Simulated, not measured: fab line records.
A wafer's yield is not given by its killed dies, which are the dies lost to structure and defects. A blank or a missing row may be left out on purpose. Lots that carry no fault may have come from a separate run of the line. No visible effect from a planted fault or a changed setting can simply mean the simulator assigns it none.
Matching of chambers -- flow rit cmos -- RIT_CONTACT_ETCH_11 on rie diel-02 has 4 sister chambers
The step etches SiO2 in CHF3/CF4/Ar, stops on TiSi2, target depth 480 nm, time 320 s. 4 wafers are shown with their chamber, then 7 later ones without.

## WAFERS PAIRED WITH THEIR CHAMBERS
wafer,chamber,drypump motor current A (A)
L329.5,0,5.48
L331.6,1,5.56
L334.2,2,5.84
L334.5,3,6.02

## WAFERS WHOSE CHAMBER IS MISSING
wafer,drypump motor current A (A)
L334.6,5.82
L338.4,6.03
L338.5,5.85
L338.6,6.01
L344.1,6.04
L344.3,5.59
L344.6,5.60

## EACH ONE'S CHAMBER
wafer,from the rows above,in truth
L334.6,2,2
L338.4,3,3
L338.5,2,2
L338.6,3,3
L344.1,3,3
L344.3,1,1
L344.6,1,1
Correct placement for 7 of the 7. Can't be placed from these rows: 0. Placed wrongly: 0.
How it was worked out, from the rows above alone: a wafer's distance from a chamber is the root of the sum, over the readings, of the square of ((its reading less the chamber's mean) divided by the reading's scatter). The wafer belongs to the nearest chamber; if the next one is less than 2 further off, it can't be placed. For every chamber, the mean is computed from those of its wafers that are shown. The scatter: with one shown wafer a chamber, the root of the mean of the squares of how far each hidden wafer lies from its nearest shown one.
